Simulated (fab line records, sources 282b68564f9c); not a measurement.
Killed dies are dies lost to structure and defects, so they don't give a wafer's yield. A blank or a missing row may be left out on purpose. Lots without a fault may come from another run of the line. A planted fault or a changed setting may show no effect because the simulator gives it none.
Which tool did it? | flow rit_cmos | 14 lots, 42 wafers sampled, at 4 steps of a route of 202

WHAT THE GAUGES READ, wafer by wafer
RIT_M1_BOW_MEAS_16. Usual: M1_BOW 17 um, standard deviation 7.5.
lot  | measured    | on            | M1_BOW (um) | flag
L196 | day 3 08:11 | film_metro-02 | 4 8 16      |
L197 | day 3 13:26 | film_metro-02 | 26 32 19    |
L199 | day 4 01:33 | film_metro-02 | 18 5 15     |
L200 | day 4 04:22 | film_metro-01 | 25 20 31    |
L201 | day 4 09:11 | film_metro-04 | 21 20 10    |
L202 | day 4 16:33 | film_metro-02 | 22 25 14    |
L204 | day 5 04:04 | film_metro-02 | 27 12 23    |
L205 | day 5 10:50 | film_metro-02 | 31 14 28    |
L207 | day 5 18:21 | film_metro-04 | 23 19 24    |
L209 | day 6 08:34 | film_metro-02 | 8 38 14     |
L210 | day 6 15:23 | film_metro-04 | 10 16 23    |
L215 | day 7 19:33 | film_metro-04 | 14 36 32    |
L217 | day 8 01:52 | film_metro-04 | 27 7 18     |
L218 | day 8 05:49 | film_metro-01 | 8 16 19     |

WHICH TOOL RAN EACH LOT (tool, then ch and the chambers of the sampled wafers, then the start)
lot  | RIT_PRETRO_DEVELOP_05            | RIT_PRETRO_STRIP_09                 | RIT_M1_STRIP_14
L196 | litho_track-02 ch 0, day 2 06:00 | plasma_asher-02 ch 0,1, day 2 07:04 | plasma_asher-03 ch 0,1, day 3 06:22
L197 | litho_track-01 ch 0, day 2 12:00 | plasma_asher-03 ch 0,1, day 2 12:42 | plasma_asher-04 ch 0,1, day 3 11:37
L199 | litho_track-01 ch 0, day 2 22:00 | plasma_asher-04 ch 0,1, day 2 22:55 | plasma_asher-01 ch 0,1, day 3 22:10
L200 | litho_track-02 ch 0, day 3 02:00 | plasma_asher-03 ch 0,1, day 3 03:25 | plasma_asher-03 ch 0,1, day 4 02:29
L201 | litho_track-01 ch 0, day 3 07:00 | plasma_asher-04 ch 0,1, day 3 08:04 | plasma_asher-04 ch 0,1, day 4 07:23
L202 | litho_track-02 ch 0, day 3 12:00 | plasma_asher-03 ch 0,1, day 3 13:16 | plasma_asher-04 ch 0,1, day 4 13:39
L204 | litho_track-03 ch 0, day 3 22:00 | plasma_asher-03 ch 0,1, day 3 23:31 | plasma_asher-03 ch 0,1, day 5 00:08
L205 | litho_track-02 ch 0, day 4 04:00 | plasma_asher-04 ch 0,1, day 4 05:28 | plasma_asher-01 ch 0,1, day 5 05:41
L207 | litho_track-02 ch 0, day 4 15:00 | plasma_asher-04 ch 0,1, day 4 15:56 | plasma_asher-04 ch 0,1, day 5 16:20
L209 | litho_track-01 ch 0, day 5 01:00 | plasma_asher-04 ch 0,1, day 5 01:59 | plasma_asher-01 ch 0,1, day 6 06:09
L210 | litho_track-02 ch 0, day 5 06:00 | plasma_asher-02 ch 0,1, day 5 07:08 | plasma_asher-04 ch 0,1, day 6 10:55
L215 | litho_track-01 ch 0, day 6 11:00 | plasma_asher-03 ch 0,1, day 6 12:19 | plasma_asher-01 ch 1, day 7 16:54
L217 | litho_track-03 ch 0, day 6 19:00 | plasma_asher-03 ch 0,1, day 6 20:03 | plasma_asher-01 ch 0,1, day 7 23:18
L218 | litho_track-01 ch 0, day 7 00:00 | plasma_asher-04 ch 0,1, day 7 01:31 | plasma_asher-04 ch 0,1, day 8 03:59
- RIT_PRETRO_DEVELOP_05: develop time 68 s.
- RIT_PRETRO_STRIP_09: strips in O2, time 180 s.
- RIT_M1_STRIP_14: strips in O2, time 180 s.

WHAT THE TOOLS THEMSELVES READ (means of the sampled wafers that have a number; where no wafer has one, the mark that the record gives instead)
RIT_PRETRO_DEVELOP_05. Usual: developer_temp_C 22.99 C, standard deviation 0.1.
lot  | tool           | developer_temp_C (C) | flag
L196 | litho_track-02 | 23.01                |
L197 | litho_track-01 | 22.98                |
L199 | litho_track-01 | 23.00                |
L200 | litho_track-02 | 22.94                |
L201 | litho_track-01 | 22.95                |
L202 | litho_track-02 | 22.95                |
L204 | litho_track-03 | 23.01                |
L205 | litho_track-02 | 23.03                |
L207 | litho_track-02 | 23.98                | OFF
L209 | litho_track-01 | 23.08                |
L210 | litho_track-02 | 24.05                | OFF
L215 | litho_track-01 | 23.09                |
L217 | litho_track-03 | 23.01                |
L218 | litho_track-01 | 23.01                |

RIT_PRETRO_STRIP_09. Usual: drypump_motor_current_A 5.5 A, standard deviation 0.47.
lot  | tool            | drypump_motor_current_A (A) | flag
L196 | plasma_asher-02 | 5.2                         |
L197 | plasma_asher-03 | 5.9                         |
L199 | plasma_asher-04 | 5.0                         |
L200 | plasma_asher-03 | 6.0                         |
L201 | plasma_asher-04 | 5.0                         |
L202 | plasma_asher-03 | 5.9                         |
L204 | plasma_asher-03 | 5.9                         |
L205 | plasma_asher-04 | 5.0                         |
L207 | plasma_asher-04 | 5.0                         |
L209 | plasma_asher-04 | 5.1                         |
L210 | plasma_asher-02 | 5.4                         |
L215 | plasma_asher-03 | 6.0                         |
L217 | plasma_asher-03 | 6.0                         |
L218 | plasma_asher-04 | 5.0                         |

RIT_M1_STRIP_14. Usual: drypump_motor_current_A 5.5 A, standard deviation 0.37.
lot  | tool            | drypump_motor_current_A (A) | flag
L196 | plasma_asher-03 | 6.0                         |
L197 | plasma_asher-04 | 4.9                         |
L199 | plasma_asher-01 | 5.5                         |
L200 | plasma_asher-03 | 6.1                         |
L201 | plasma_asher-04 | 5.0                         |
L202 | plasma_asher-04 | 5.0                         |
L204 | plasma_asher-03 | 6.0                         |
L205 | plasma_asher-01 | 5.5                         |
L207 | plasma_asher-04 | 5.0                         |
L209 | plasma_asher-01 | 5.5                         |
L210 | plasma_asher-04 | 5.0                         |
L215 | plasma_asher-01 | 5.5                         |
L217 | plasma_asher-01 | 5.5                         |
L218 | plasma_asher-04 | 5.0                         |

THE ANSWER, worked out from the rows above alone
Rule: a lot is off if the mean of its wafers that have a number lies more than 3 standard deviations from the usual mean. A lot without any number at a reading at which 4 lots or more have one is off too. The other lots that the step has rows for count as sound. The gauges are gone through in route order, then the tools' own readings, and for those a lot's mean is taken as printed above. The first step at which some lot is off is used, and at that step the reading that is off furthest; a lot without a number counts as furthest.
Off: L207, L210, at RIT_PRETRO_DEVELOP_05 (developer_temp_C).
A tool fits if, at that step or a process step before it, it ran every lot that is off, and no sound lot after the first of them. One fits: litho_track-02 at RIT_PRETRO_DEVELOP_05. Its last sound lot is L205 (day 4 04:00), its first lot that is off L207 (day 4 15:00): a fault that began between those two fits.
The tool's own readings at RIT_PRETRO_DEVELOP_05 bear it out: on the lots that are off they differ by more than 5 times the standard deviation of the sound lots' means. developer_temp_C reads 24.02 C there against 23.00 C on the sound lots.

WHAT THE SIMULATOR HAD PUT IN
Process parameter drift: litho_track-02, from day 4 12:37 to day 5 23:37, at RIT_PRETRO_DEVELOP_05. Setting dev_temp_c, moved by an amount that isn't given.
Lots struck among those shown: L207, L210. The rule above found the same.
